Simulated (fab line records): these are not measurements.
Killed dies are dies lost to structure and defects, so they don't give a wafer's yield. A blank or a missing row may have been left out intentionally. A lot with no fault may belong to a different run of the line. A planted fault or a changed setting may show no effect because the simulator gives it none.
fab line records / flow ritCmos
[record] lots = 14 wafers = 42 lastDay = 7
route steps=202 shown FOX1@20 M1@202
lots that met no fault: taken from a fault-free run of the same line
startH: hours from the record's first day to the start of the lot's first wafer shown / waitH: hours elapsed since this lot's preceding step / " as in the row above / L1.1+2: a row that stands for several wafers / - no value present, or no start provided / * or withheld: withheld / < > ~ a bound
route shown NAME@n: a module of which the file shows steps, and the number in the route of the first / usual: mean/standard deviation of fault-free wafers / same: alike in all rows / chamber/n: place in a boat / sites: each site's reading / _std_site: how widely they spread, as a standard deviation / _edge_site: mean of outer sites minus mean of inner sites / radiusMm: for every site, how far away it sits from the centre of the wafer / mask NAME#n: copy n / behind: the last tool/chamber to shape the wafer / hold: reason for holding the lot/hours on hold/outcome of the hold / device: transistor that didn't switch, given as n, p or np / end of line: the tests these same wafers got at the end of their route / step lacking rows: just its recipe / killed: count of dies lost to structure and defects at first sort (not the wafer's yield) / map: per-die view of a wafer (x killed, . not killed, _ where there is no die)
set.NAME: the setting that was run; set.NAME@STEP: the one run at that earlier step / model.NAME: the simulator's own value behind a step, which no gauge read
steps of the route over a sample of lots; a table a step, a row a wafer
services: from which hour (startH, from the record's first day; less than 0 if before it) a tool's chamber was out of use, for how many hours, and why
[[steps]]
[step RIT_FOX1_OXIDATION_00]
[recipe] tempC = 1100 ambient = H2O targetThkA = 3507 pH2oTorr = 720 oxTimeS = 1130
[usual] spikeTcCentreC = 1101.8/1.5 spikeTcLoadC = 1128/6.3 spikeTcSourceC = 1126.1/2 tubeCenterTempC = 1100/0.099 tube_center_temp_C_max = 1102.7/0.37
lot.wafer=L298.2 tool=furnace-02 chamber=0 startH=15.51 waitH=0.0 spikeTcCentreC=1100.2 spikeTcLoadC=1124 spikeTcSourceC=1129.1 tubeCenterTempC=1099.9 tube_center_temp_C_max=1102.9
lot.wafer=L298.3 tool=furnace-02 chamber=0 startH=15.51 waitH=0.0 spikeTcCentreC=1101.3 spikeTcLoadC=1124 spikeTcSourceC=1129.4 tubeCenterTempC=1100 tube_center_temp_C_max=1102.8
lot.wafer=L298.5 tool=furnace-02 chamber=0 startH=15.51 waitH=0.0 spikeTcCentreC=1101.6 spikeTcLoadC=1125 spikeTcSourceC=1129.7 tubeCenterTempC=1099.9 tube_center_temp_C_max=1102.8
lot.wafer=L299.4 tool=furnace-01 chamber=0 startH=23.23 waitH=2.6 spikeTcCentreC=1102.4 spikeTcLoadC=1136 spikeTcSourceC=1124.0 tubeCenterTempC=1100.1 tube_center_temp_C_max=1102.6
lot.wafer=L299.5 tool=furnace-01 chamber=0 startH=23.23 waitH=2.6 spikeTcCentreC=1102.0 spikeTcLoadC=1136 spikeTcSourceC=1125.8 tubeCenterTempC=1099.8 tube_center_temp_C_max=1103.3
lot.wafer=L299.6 tool=furnace-01 chamber=0 startH=23.23 waitH=2.6 spikeTcCentreC=1101.0 spikeTcLoadC=1136 spikeTcSourceC=1124.4 tubeCenterTempC=1100 tube_center_temp_C_max=1102.5
lot.wafer=L303.3 tool=furnace-02 chamber=0 startH=40.98 waitH=0.5 spikeTcCentreC=1082.9 spikeTcLoadC=1111 spikeTcSourceC=1113.2 tubeCenterTempC=1083.8 tube_center_temp_C_max=1086.2
lot.wafer=L303.5 tool=furnace-02 chamber=0 startH=40.98 waitH=0.5 spikeTcCentreC=1084.5 spikeTcLoadC=1108 spikeTcSourceC=1112.2 tubeCenterTempC=1084 tube_center_temp_C_max=1086.9
lot.wafer=L303.6 tool=furnace-02 chamber=0 startH=40.98 waitH=0.5 spikeTcCentreC=1083.4 spikeTcLoadC=1109 spikeTcSourceC=1114.0 tubeCenterTempC=1084 tube_center_temp_C_max=1087.7
lot.wafer=L304.2 tool=furnace-02 chamber=0 startH=45.68 waitH=0.0 spikeTcCentreC=1083.6 spikeTcLoadC=1110 spikeTcSourceC=1112.4 tubeCenterTempC=1083.9 tube_center_temp_C_max=1086.6
lot.wafer=L304.4 tool=furnace-02 chamber=0 startH=45.68 waitH=0.0 spikeTcCentreC=1083.0 spikeTcLoadC=1108 spikeTcSourceC=1112.1 tubeCenterTempC=1084.1 tube_center_temp_C_max=1086.4
lot.wafer=L304.6 tool=furnace-02 chamber=0 startH=45.68 waitH=0.0 spikeTcCentreC=1086.6 spikeTcLoadC=1108 spikeTcSourceC=1112.1 tubeCenterTempC=1083.8 tube_center_temp_C_max=1086.5
lot.wafer=L310.1 tool=furnace-04 chamber=0 startH=75.84 waitH=0.2 spikeTcCentreC=1103.3 spikeTcLoadC=1122 spikeTcSourceC=1126.6 tubeCenterTempC=1099.9 tube_center_temp_C_max=1102.4
lot.wafer=L310.3 tool=furnace-04 chamber=0 startH=75.84 waitH=0.2 spikeTcCentreC=1104.2 spikeTcLoadC=1122 spikeTcSourceC=1125.2 tubeCenterTempC=1100 tube_center_temp_C_max=1102.3
lot.wafer=L310.6 tool=furnace-04 chamber=0 startH=75.84 waitH=0.2 spikeTcCentreC=1104.0 spikeTcLoadC=1120 spikeTcSourceC=1125.9 tubeCenterTempC=1100 tube_center_temp_C_max=1103.3
lot.wafer=L311.1 tool=furnace-01 chamber=0 startH=81.59 waitH=0.0 spikeTcCentreC=1100.7 spikeTcLoadC=1137 spikeTcSourceC=1124.4 tubeCenterTempC=1100 tube_center_temp_C_max=1102.7
lot.wafer=L311.3 tool=furnace-01 chamber=0 startH=81.59 waitH=0.0 spikeTcCentreC=1102.9 spikeTcLoadC=1135 spikeTcSourceC=1125.2 tubeCenterTempC=1100 tube_center_temp_C_max=1103.1
lot.wafer=L311.6 tool=furnace-01 chamber=0 startH=81.59 waitH=0.0 spikeTcCentreC=1099.0 spikeTcLoadC=1135 spikeTcSourceC=1124.3 tubeCenterTempC=1100.1 tube_center_temp_C_max=1102.6
lot.wafer=L314.2 tool=furnace-04 chamber=0 startH=96.14 waitH=0.1 spikeTcCentreC=1101.8 spikeTcLoadC=1123 spikeTcSourceC=1126.7 tubeCenterTempC=1100 tube_center_temp_C_max=1102.7
lot.wafer=L314.5 tool=furnace-04 chamber=0 startH=96.14 waitH=0.1 spikeTcCentreC=1103.8 spikeTcLoadC=1120 spikeTcSourceC=1126.8 tubeCenterTempC=1100 tube_center_temp_C_max=1103.0
lot.wafer=L314.6 tool=furnace-04 chamber=0 startH=96.14 waitH=0.1 spikeTcCentreC=1103.1 spikeTcLoadC=1121 spikeTcSourceC=1126.8 tubeCenterTempC=1100 tube_center_temp_C_max=1102.7
lot.wafer=L315.1 tool=furnace-01 chamber=0 startH=102.05 waitH=0.4 spikeTcCentreC=1101.0 spikeTcLoadC=1137 spikeTcSourceC=1124.2 tubeCenterTempC=1099.9 tube_center_temp_C_max=1102.7
lot.wafer=L315.5 tool=furnace-01 chamber=0 startH=102.05 waitH=0.4 spikeTcCentreC=1100.7 spikeTcLoadC=1136 spikeTcSourceC=1124.0 tubeCenterTempC=1100 tube_center_temp_C_max=1102.8
lot.wafer=L315.6 tool=furnace-01 chamber=0 startH=102.05 waitH=0.4 spikeTcCentreC=1101.9 spikeTcLoadC=1136 spikeTcSourceC=1124.1 tubeCenterTempC=1099.9 tube_center_temp_C_max=1102.4
lot.wafer=L316.1 tool=furnace-01 chamber=0 startH=105.92 waitH=0.4 spikeTcCentreC=1101.5 spikeTcLoadC=1134 spikeTcSourceC=1122.6 tubeCenterTempC=1100.1 tube_center_temp_C_max=1102.3
lot.wafer=L316.2 tool=furnace-01 chamber=0 startH=105.92 waitH=0.4 spikeTcCentreC=1101.3 spikeTcLoadC=1135 spikeTcSourceC=1123.9 tubeCenterTempC=1100 tube_center_temp_C_max=1102.7
lot.wafer=L316.6 tool=furnace-01 chamber=0 startH=105.92 waitH=0.4 spikeTcCentreC=1101.1 spikeTcLoadC=1136 spikeTcSourceC=1124.7 tubeCenterTempC=1100.1 tube_center_temp_C_max=1103.8
lot.wafer=L317.2 tool=furnace-04 chamber=0 startH=111.03 waitH=0.0 spikeTcCentreC=1102.4 spikeTcLoadC=1123 spikeTcSourceC=1126.6 tubeCenterTempC=1099.9 tube_center_temp_C_max=1102.2
lot.wafer=L317.3 tool=furnace-04 chamber=0 startH=111.03 waitH=0.0 spikeTcCentreC=1102.3 spikeTcLoadC=1122 spikeTcSourceC=1126.8 tubeCenterTempC=1100.1 tube_center_temp_C_max=1102.4
lot.wafer=L317.6 tool=furnace-04 chamber=0 startH=111.03 waitH=0.0 spikeTcCentreC=1101.6 spikeTcLoadC=1122 spikeTcSourceC=1125.0 tubeCenterTempC=1100.3 tube_center_temp_C_max=1102.5
lot.wafer=L318.2 tool=furnace-04 chamber=0 startH=115.72 waitH=0.0 spikeTcCentreC=1102.5 spikeTcLoadC=1121 spikeTcSourceC=1124.9 tubeCenterTempC=1099.9 tube_center_temp_C_max=1102.3
lot.wafer=L318.4 tool=furnace-04 chamber=0 startH=115.72 waitH=0.0 spikeTcCentreC=1103.8 spikeTcLoadC=1124 spikeTcSourceC=1128.3 tubeCenterTempC=1100 tube_center_temp_C_max=1102.7
lot.wafer=L318.5 tool=furnace-04 chamber=0 startH=115.72 waitH=0.0 spikeTcCentreC=1102.1 spikeTcLoadC=1123 spikeTcSourceC=1126.3 tubeCenterTempC=1100 tube_center_temp_C_max=1102.4
lot.wafer=L319.1 tool=furnace-04 chamber=0 startH=121.93 waitH=1.0 spikeTcCentreC=1102.9 spikeTcLoadC=1122 spikeTcSourceC=1125.9 tubeCenterTempC=1100.1 tube_center_temp_C_max=1102.7
lot.wafer=L319.2 tool=furnace-04 chamber=0 startH=121.93 waitH=1.0 spikeTcCentreC=1103.5 spikeTcLoadC=1121 spikeTcSourceC=1124.4 tubeCenterTempC=1100 tube_center_temp_C_max=1102.3
lot.wafer=L319.4 tool=furnace-04 chamber=0 startH=121.93 waitH=1.0 spikeTcCentreC=1101.4 spikeTcLoadC=1122 spikeTcSourceC=1127.9 tubeCenterTempC=1100.1 tube_center_temp_C_max=1102.8
lot.wafer=L320.2 tool=furnace-04 chamber=0 startH=125.73 waitH=0.0 spikeTcCentreC=1102.6 spikeTcLoadC=1123 spikeTcSourceC=1126.8 tubeCenterTempC=1100 tube_center_temp_C_max=1102.5
lot.wafer=L320.4 tool=furnace-04 chamber=0 startH=125.73 waitH=0.0 spikeTcCentreC=1103.0 spikeTcLoadC=1123 spikeTcSourceC=1126.7 tubeCenterTempC=1100 tube_center_temp_C_max=1102.6
lot.wafer=L320.5 tool=furnace-04 chamber=0 startH=125.73 waitH=0.0 spikeTcCentreC=1103.3 spikeTcLoadC=1122 spikeTcSourceC=1127.2 tubeCenterTempC=1100 tube_center_temp_C_max=1103.1
lot.wafer=L321.3 tool=furnace-02 chamber=0 startH=132.88 waitH=2.2 spikeTcCentreC=1100.6 spikeTcLoadC=1123 spikeTcSourceC=1127.7 tubeCenterTempC=1100.2 tube_center_temp_C_max=1103.2
lot.wafer=L321.5 tool=furnace-02 chamber=0 startH=132.88 waitH=2.2 spikeTcCentreC=1099.4 spikeTcLoadC=1126 spikeTcSourceC=1128.7 tubeCenterTempC=1100.2 tube_center_temp_C_max=1102.9
lot.wafer=L321.6 tool=furnace-02 chamber=0 startH=132.88 waitH=2.2 spikeTcCentreC=1100.7 spikeTcLoadC=1125 spikeTcSourceC=1129.9 tubeCenterTempC=1099.9 tube_center_temp_C_max=1102.4
[step RIT_FOX1_THK_MEAS_01]
[recipe] reads = SiO2_of_FOX1_OXIDATION_00
[usual] FOX1_OXIDE_THK = 348/7.3
lot.wafer=L298.2 tool=filmMetro-01 chamber=- startH=16.83 waitH=0.0 FOX1_OXIDE_THK[nm]=348
lot.wafer=L298.3 tool=filmMetro-01 chamber=- startH=16.83 waitH=0.0 FOX1_OXIDE_THK[nm]=357
lot.wafer=L298.5 tool=filmMetro-01 chamber=- startH=16.83 waitH=0.0 FOX1_OXIDE_THK[nm]=347
lot.wafer=L299.4 tool=filmMetro-01 chamber=- startH=24.57 waitH=0.0 FOX1_OXIDE_THK[nm]=344
lot.wafer=L299.5 tool=filmMetro-01 chamber=- startH=24.57 waitH=0.0 FOX1_OXIDE_THK[nm]=349
lot.wafer=L299.6 tool=filmMetro-01 chamber=- startH=24.57 waitH=0.0 FOX1_OXIDE_THK[nm]=349
lot.wafer=L303.3 tool=filmMetro-01 chamber=- startH=42.32 waitH=0.0 FOX1_OXIDE_THK[nm]=308
lot.wafer=L303.5 tool=filmMetro-01 chamber=- startH=42.32 waitH=0.0 FOX1_OXIDE_THK[nm]=309
lot.wafer=L303.6 tool=filmMetro-01 chamber=- startH=42.32 waitH=0.0 FOX1_OXIDE_THK[nm]=307
lot.wafer=L304.2 tool=filmMetro-04 chamber=- startH=47.01 waitH=0.0 FOX1_OXIDE_THK[nm]=318
lot.wafer=L304.4 tool=filmMetro-04 chamber=- startH=47.01 waitH=0.0 FOX1_OXIDE_THK[nm]=317
lot.wafer=L304.6 tool=filmMetro-04 chamber=- startH=47.01 waitH=0.0 FOX1_OXIDE_THK[nm]=314
lot.wafer=L310.1 tool=filmMetro-03 chamber=- startH=77.15 waitH=0.0 FOX1_OXIDE_THK[nm]=347
lot.wafer=L310.3 tool=filmMetro-03 chamber=- startH=77.15 waitH=0.0 FOX1_OXIDE_THK[nm]=358
lot.wafer=L310.6 tool=filmMetro-03 chamber=- startH=77.15 waitH=0.0 FOX1_OXIDE_THK[nm]=354
lot.wafer=L311.1 tool=filmMetro-01 chamber=- startH=82.91 waitH=0.0 FOX1_OXIDE_THK[nm]=337
lot.wafer=L311.3 tool=filmMetro-01 chamber=- startH=82.91 waitH=0.0 FOX1_OXIDE_THK[nm]=338
lot.wafer=L311.6 tool=filmMetro-01 chamber=- startH=82.91 waitH=0.0 FOX1_OXIDE_THK[nm]=333
lot.wafer=L314.2 tool=filmMetro-01 chamber=- startH=97.47 waitH=0.0 FOX1_OXIDE_THK[nm]=349
lot.wafer=L314.5 tool=filmMetro-01 chamber=- startH=97.47 waitH=0.0 FOX1_OXIDE_THK[nm]=346
lot.wafer=L314.6 tool=filmMetro-01 chamber=- startH=97.47 waitH=0.0 FOX1_OXIDE_THK[nm]=341
lot.wafer=L315.1 tool=filmMetro-01 chamber=- startH=103.37 waitH=0.0 FOX1_OXIDE_THK[nm]=361
lot.wafer=L315.5 tool=filmMetro-01 chamber=- startH=103.37 waitH=0.0 FOX1_OXIDE_THK[nm]=361
lot.wafer=L315.6 tool=filmMetro-01 chamber=- startH=103.37 waitH=0.0 FOX1_OXIDE_THK[nm]=363
lot.wafer=L316.1 tool=filmMetro-01 chamber=- startH=107.23 waitH=0.0 FOX1_OXIDE_THK[nm]=345
lot.wafer=L316.2 tool=filmMetro-01 chamber=- startH=107.23 waitH=0.0 FOX1_OXIDE_THK[nm]=347
lot.wafer=L316.6 tool=filmMetro-01 chamber=- startH=107.23 waitH=0.0 FOX1_OXIDE_THK[nm]=347
lot.wafer=L317.2 tool=filmMetro-03 chamber=- startH=112.35 waitH=0.0 FOX1_OXIDE_THK[nm]=351
lot.wafer=L317.3 tool=filmMetro-03 chamber=- startH=112.35 waitH=0.0 FOX1_OXIDE_THK[nm]=354
lot.wafer=L317.6 tool=filmMetro-03 chamber=- startH=112.35 waitH=0.0 FOX1_OXIDE_THK[nm]=354
lot.wafer=L318.2 tool=filmMetro-04 chamber=- startH=117.04 waitH=0.0 FOX1_OXIDE_THK[nm]=347
lot.wafer=L318.4 tool=filmMetro-04 chamber=- startH=117.04 waitH=0.0 FOX1_OXIDE_THK[nm]=346
lot.wafer=L318.5 tool=filmMetro-04 chamber=- startH=117.04 waitH=0.0 FOX1_OXIDE_THK[nm]=350
lot.wafer=L319.1 tool=filmMetro-03 chamber=- startH=123.24 waitH=0.0 FOX1_OXIDE_THK[nm]=350
lot.wafer=L319.2 tool=filmMetro-03 chamber=- startH=123.24 waitH=0.0 FOX1_OXIDE_THK[nm]=349
lot.wafer=L319.4 tool=filmMetro-03 chamber=- startH=123.24 waitH=0.0 FOX1_OXIDE_THK[nm]=350
lot.wafer=L320.2 tool=filmMetro-03 chamber=- startH=127.05 waitH=0.0 FOX1_OXIDE_THK[nm]=340
lot.wafer=L320.4 tool=filmMetro-03 chamber=- startH=127.05 waitH=0.0 FOX1_OXIDE_THK[nm]=337
lot.wafer=L320.5 tool=filmMetro-03 chamber=- startH=127.05 waitH=0.0 FOX1_OXIDE_THK[nm]=329
lot.wafer=L321.3 tool=filmMetro-04 chamber=- startH=134.21 waitH=0.0 FOX1_OXIDE_THK[nm]=340
lot.wafer=L321.5 tool=filmMetro-04 chamber=- startH=134.21 waitH=0.0 FOX1_OXIDE_THK[nm]=345
lot.wafer=L321.6 tool=filmMetro-04 chamber=- startH=134.21 waitH=0.0 FOX1_OXIDE_THK[nm]=346
[step RIT_M1_PROBE_99]
[usual] killedAtFrontEnd = 7/3.1 killedDies = 7/3.1 killedOpen = 3.5/2.2 killedShort = 3.3/1.9
[same] grossDies = 264 killed_at_M0_to_M3 = 0 killed_at_M4_up = 0 killedAtBackSide = 0 killedAtContacts = 0 killedAtOther = 0
lot.wafer=L303.3 tool=prober-01 chamber=- startH=86.67 waitH=0.2 killedAtFrontEnd=7 killedDies=7 killedOpen=3 killedShort=4
lot.wafer=L303.5 tool=prober-01 chamber=- startH=86.77 waitH=0.3 killedAtFrontEnd=8 killedDies=8 killedOpen=4 killedShort=4
lot.wafer=L303.6 tool=prober-01 chamber=- startH=86.82 waitH=0.3 killedAtFrontEnd=4 killedDies=4 killedOpen=1 killedShort=3
lot.wafer=L315.1 tool=prober-02 chamber=- startH=143.36 waitH=0.1 killedAtFrontEnd=12 killedDies=12 killedOpen=5 killedShort=7
lot.wafer=L315.5 tool=prober-02 chamber=- startH=143.56 waitH=0.2 killedAtFrontEnd=3 killedDies=3 killedOpen=2 killedShort=1
lot.wafer=L315.6 tool=prober-02 chamber=- startH=143.61 waitH=0.2 killedAtFrontEnd=8 killedDies=8 killedOpen=1 killedShort=7
lot.wafer=L320.2 tool=prober-01 chamber=- startH=169.13 waitH=0.1 killedAtFrontEnd=6 killedDies=6 killedOpen=4 killedShort=2
lot.wafer=L320.4 tool=prober-01 chamber=- startH=169.23 waitH=0.2 killedAtFrontEnd=6 killedDies=6 killedOpen=2 killedShort=4
lot.wafer=L320.5 tool=prober-01 chamber=- startH=169.28 waitH=0.2 killedAtFrontEnd=4 killedDies=4 killedOpen=1 killedShort=3
// killed by level:class
L303.3 GATE:geometricParticle:open=2 FOX1:geometricParticle:short=1 FOX2:geometricParticle:short=1 FOX2:geometricParticle:open=1 GATE:geometricParticle:short=1 SILICIDE:geometricParticle:short=1
L303.5 REOX:geometricParticle:short=2 SILICIDE:geometricParticle:open=2 GATE:geometricParticle:open=1 GATE:geometricParticle:short=1 SPACER:geometricParticle:open=1 SPACER:geometricParticle:short=1
L303.6 SPACER:geometricParticle:short=3 REOX:geometricParticle:open=1
L315.1 REOX:geometricParticle:short=4 GATE:geometricParticle:short=3 SILICIDE:geometricParticle:open=2 FOX1:geometricParticle:open=1 FOX2:geometricParticle:open=1 REOX:geometricParticle:open=1
L315.5 GATE:geometricParticle:open=2 REOX:geometricParticle:short=1
L315.6 GATE:geometricParticle:short=5 FOX1:geometricParticle:short=1 SILICIDE:geometricParticle:short=1 SILICIDE:geometricParticle:open=1
L320.2 REOX:geometricParticle:open=4 GATE:geometricParticle:short=1 REOX:geometricParticle:short=1
L320.4 GATE:geometricParticle:short=2 FOX1:geometricParticle:open=1 FOX2:geometricParticle:short=1 GATE:geometricParticle:open=1 SPACER:geometricParticle:short=1
L320.5 SILICIDE:geometricParticle:short=2 FOX1:geometricParticle:open=1 REOX:geometricParticle:short=1
[[services]]
tool=furnace-01 chamber=- startH=10.85 hours=3.5 kind=pm
tool=furnace-04 chamber=- startH=16.92 hours=9.5 kind=pm
tool=furnace-01 chamber=- startH=36.99 hours=2.8 kind=pm
tool=furnace-04 chamber=- startH=127.04 hours=3.1 kind=pm
[[key]]
[firstSign] step = RIT_FOX1_OXIDATION_00 reading = tubeCenterTempC direction = down sigmas = 99+ usual = * struck = *
[effect] step = RIT_FOX1_OXIDATION_00 reading = tube_center_temp_C_max direction = down sigmas = 43 usual = * struck = *
[effect] step = RIT_FOX1_THK_MEAS_01 reading = FOX1_OXIDE_THK direction = down sigmas = 4.8 usual = 348 struck = 312
metAt RIT_FOX1_OXIDATION_00
struckLots L303,L304
testerLeftOut L303,L304
onsetBetween 15.51 40.98
[fault] kind = processParameterDrift tool = furnace-02 chamber = - onsetH = 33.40 steps = RIT_FOX1_OXIDATION_00 channel = tempC offset = * shape = step endH = 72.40 actsIn = * stated = *
// testerLeftOut: of these lots the tester's yield and bins aren't shown, on N5 and GAA mostly nor the transistor test; their killed dies are dies lost to structure and defects alone, not to doping, threshold or leakage, so they don't give the yield
